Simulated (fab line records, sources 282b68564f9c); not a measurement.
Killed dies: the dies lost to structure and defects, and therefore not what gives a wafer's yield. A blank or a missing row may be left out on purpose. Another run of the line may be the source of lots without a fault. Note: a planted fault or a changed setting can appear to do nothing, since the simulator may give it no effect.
Which tool is to blame? | flow rit cmos | Sampling: 16 lots, 48 wafers, 5 of 202 route steps

## WHAT THE GAUGES SHOWED, per wafer
RIT_ACTIVE_THK_MEAS_04.
lot  | measured    | on            | ACTIVE_NITRIDE_THK (nm)
L148 | day 1 13:32 | film metro-01 | 152.6 152.0 152.7
L149 | day 1 19:41 | film metro-04 | 154.7 154.1 153.4
L151 | day 2 04:33 | film metro-04 | 152.6 151.5 150.9
L152 | day 2 12:22 | film metro-01 | 152.2 152.7 153.6
L153 | day 2 14:41 | film metro-03 | 149.8 150.2 150.5
L154 | day 2 21:53 | film metro-03 | 152.9 152.7 152.9
L155 | day 3 01:14 | film metro-03 | 151.2 150.2 149.8
L156 | day 3 07:21 | film metro-03 | 150.8 150.5 149.9
L158 | day 3 15:32 | film metro-01 | 150.7 149.7 151.2
L160 | day 4 01:34 | film metro-01 | 151.2 148.9 150.8
L161 | day 4 11:02 | film metro-04 | 150.9 150.8 150.9
L164 | day 4 23:45 | film metro-03 | 150.1 150.4 150.9
L165 | day 5 03:49 | film metro-01 | 151.4 152.4 150.0
L166 | day 5 09:23 | film metro-03 | 149.0 149.6 148.5
L167 | day 5 12:41 | film metro-01 | 151.4 151.8 152.3
L168 | day 5 17:47 | film metro-03 | 150.3 149.5 150.2

RIT_ACTIVE_CD_MEAS_11: the cd target is 1400 nm.
lot  | measured    | on        | cd nm (nm)
L148 | day 1 14:34 | cd sem-01 | 1399.9 1403.6 1402.6
L149 | day 1 20:44 | cd sem-01 | 1397.1 1395.5 1395.9
L151 | day 2 05:36 | cd sem-01 | 1398.5 1398.4 1399.9
L152 | day 2 13:16 | cd sem-01 | 1399.0 1402.5 1400.1
L153 | day 2 15:45 | cd sem-01 | 1400.9 1402.1 1400.2
L154 | day 2 23:02 | cd sem-01 | 1399.9 1399.6 1400.9
L155 | day 3 02:09 | cd sem-01 | 1402.5 1401.7 1404.9
L156 | day 3 08:16 | cd sem-01 | 1394.4 1397.9 1396.8
L158 | day 3 16:34 | cd sem-01 | 1397.6 1397.3 1396.0
L160 | day 4 02:30 | cd sem-02 | 1396.4 1396.0 1396.7
L161 | day 4 11:58 | cd sem-02 | 1400.5 1399.0 1400.8
L164 | day 5 00:41 | cd sem-01 | 1422.8 1426.1 1422.9
L165 | day 5 04:44 | cd sem-01 | 1420.7 1421.9 1422.3
L166 | day 5 10:28 | cd sem-01 | 1401.1 1402.8 1403.3
L167 | day 5 13:46 | cd sem-02 | 1416.0 1417.6 1417.5
L168 | day 5 18:42 | cd sem-01 | 1411.8 1410.6 1411.1

RIT_WELLDRIVE_RS_MEAS_02: the measuring method here is four-point-probe.
lot  | measured    | on            | PWELL_RS (ohm/sq)
L148 | day 2 06:45 | film metro-02 | 429.3 427.7 428.0
L149 | day 2 11:07 | film metro-01 | 427.8 427.9 428.2
L151 | day 2 20:44 | film metro-04 | 428.9 429.0 429.7
L152 | day 3 03:43 | film metro-04 | 431.2 430.8 432.0
L153 | day 3 08:49 | film metro-02 | 428.7 429.1 429.9
L154 | day 3 13:52 | film metro-02 | 431.2 431.8 431.7
L155 | day 3 16:29 | film metro-04 | 428.7 430.0 429.9
L156 | day 3 21:35 | film metro-01 | 430.4 431.1 431.2
L158 | day 4 07:44 | film metro-02 | 430.9 430.1 429.4
L160 | day 5 03:04 | film metro-01 | 428.2 428.6 427.3
L161 | day 5 07:34 | film metro-04 | 429.6 429.5 429.9
L164 | day 5 18:30 | film metro-01 | 427.9 427.6 428.5
L165 | day 5 23:12 | film metro-04 | 428.4 428.4 428.4
L166 | day 6 01:07 | film metro-04 | 431.0 429.6 429.3
L167 | day 6 06:56 | film metro-02 | 427.0 426.9 426.8
L168 | day 6 12:00 | film metro-02 | 431.4 431.7 430.0

RIT_GATE_THK_MEAS_09.
lot  | measured    | on            | GATE_POLY_THK (nm)
L148 | day 2 13:59 | film metro-02 | 253.8 255.8 257.3
L149 | day 2 20:29 | film metro-03 | 255.5 254.3 253.1
L151 | day 3 05:56 | film metro-03 | 251.5 247.4 251.8
L152 | day 3 11:05 | film metro-02 | 249.5 247.9 247.0
L153 | day 3 17:19 | film metro-02 | 249.7 250.9 250.2
L154 | day 3 22:23 | film metro-04 | 249.9 249.4 251.4
L155 | day 4 00:00 | film metro-02 | 250.3 247.8 249.2
L156 | day 4 10:53 | film metro-02 | 250.2 250.9 251.6
L158 | day 4 20:41 | film metro-03 | 251.2 253.7 253.6
L160 | day 5 13:05 | film metro-02 | 250.3 249.1 250.7
L161 | day 5 14:35 | film metro-03 | 252.4 251.3 251.4
L164 | day 6 04:04 | film metro-03 | 251.5 251.6 251.5
L165 | day 6 05:55 | film metro-02 | 251.8 252.5 251.5
L166 | day 6 08:47 | film metro-02 | 251.1 249.9 251.3
L167 | day 6 16:13 | film metro-03 | 250.3 250.6 251.2
L168 | day 6 19:44 | film metro-03 | 250.0 249.3 251.0

## WHAT TOOL EACH LOT RAN ON (gives the tool, then ch and the chambers of the sampled wafers, and finally the start)
lot  | RIT_ACTIVE_EXPOSE_08
L148 | iline stepper-02 ch 0, day 1 14:10
L149 | iline stepper-01 ch 0, day 1 20:20
L151 | iline stepper-01 ch 0, day 2 05:12
L152 | iline stepper-01 ch 0, day 2 12:52
L153 | iline stepper-02 ch 0, day 2 15:21
L154 | iline stepper-01 ch 0, day 2 22:38
L155 | iline stepper-01 ch 0, day 3 01:45
L156 | iline stepper-01 ch 0, day 3 07:52
L158 | iline stepper-02 ch 0, day 3 16:10
L160 | iline stepper-01 ch 0, day 4 02:06
L161 | iline stepper-01 ch 0, day 4 11:33
L164 | iline stepper-01 ch 0, day 5 00:17
L165 | iline stepper-01 ch 0, day 5 04:20
L166 | iline stepper-02 ch 0, day 5 10:02
L167 | iline stepper-01 ch 0, day 5 13:22
L168 | iline stepper-01 ch 0, day 5 18:18
- RIT_ACTIVE_EXPOSE_08: exposes mask M1, target cd 1400 nm.

## AS READ BY THE TOOLS THEMSELVES (means over the sampled wafers that have a number; for cases with no such wafer, the mark the record gives instead)
RIT_ACTIVE_EXPOSE_08.
lot  | tool             | exposure dose mJ cm2
L148 | iline stepper-02 | 225.58
L149 | iline stepper-01 | 225.46
L151 | iline stepper-01 | 225.34
L152 | iline stepper-01 | 225.72
L153 | iline stepper-02 | 225.46
L154 | iline stepper-01 | 225.42
L155 | iline stepper-01 | 225.25
L156 | iline stepper-01 | 225.33
L158 | iline stepper-02 | 225.28
L160 | iline stepper-01 | 225.52
L161 | iline stepper-01 | 225.40
L164 | iline stepper-01 | 204.38
L165 | iline stepper-01 | 209.12
L166 | iline stepper-02 | 225.52
L167 | iline stepper-01 | 212.57
L168 | iline stepper-01 | 215.08

## THE ANSWER, worked out from the rows above alone
Rule: what is usual is taken from the lots themselves. Put in order of their means at a reading, lots are off if they are a third of the lots or fewer, leave a main group of 4 or more, and stand apart from it by a gap of 3 or more times the standard deviation of the main group's means; of several such gaps the widest counts. Not used: any main group whose means are identical at the precision the tables above print for the reading. A lot without any number at a reading at which 4 lots or more have one is off too. All remaining lots with rows at the step are treated as sound. The gauges are gone through in route order, then the tools' own readings, and for those a lot's mean is taken as printed above. The first step at which some lot is off is used, and at that step the reading that is off furthest; a lot without a number counts as furthest.
Off: L164, L165, L167, L168, at RIT_ACTIVE_CD_MEAS_11 (cd nm). For the main group the mean is 1399.5 nm and the standard deviation 2.4.
A tool fits if, at a process step before that reading, it ran every lot that is off, and no sound lot after the first of them. Not tried: the gauges at RIT_ACTIVE_CD_MEAS_11; whatever is off there is also off at RIT_ACTIVE_EXPOSE_08, on other tools, and gauge error can't account for it. One fits: RIT_ACTIVE_EXPOSE_08 on iline stepper-01. A fault onset in the window from L161 (day 4 11:33, its last sound lot) to L164 (day 5 00:17, its first lot off) fits.
On the lots that are off, the tool's own readings at RIT_ACTIVE_EXPOSE_08 differ by more than 5 times the standard deviation of the sound lots' means, which bears it out; exposure dose mJ cm2 reads 210.29 there versus 225.44 on the sound lots.

## WHAT WAS PUT IN BY THE SIMULATOR
Drift in process parameters on iline stepper-01 at RIT_ACTIVE_EXPOSE_08, starting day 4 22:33. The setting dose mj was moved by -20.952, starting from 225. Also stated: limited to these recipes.
Lots struck among those shown: L164, L165, L167, L168. Same finding as the rule above.
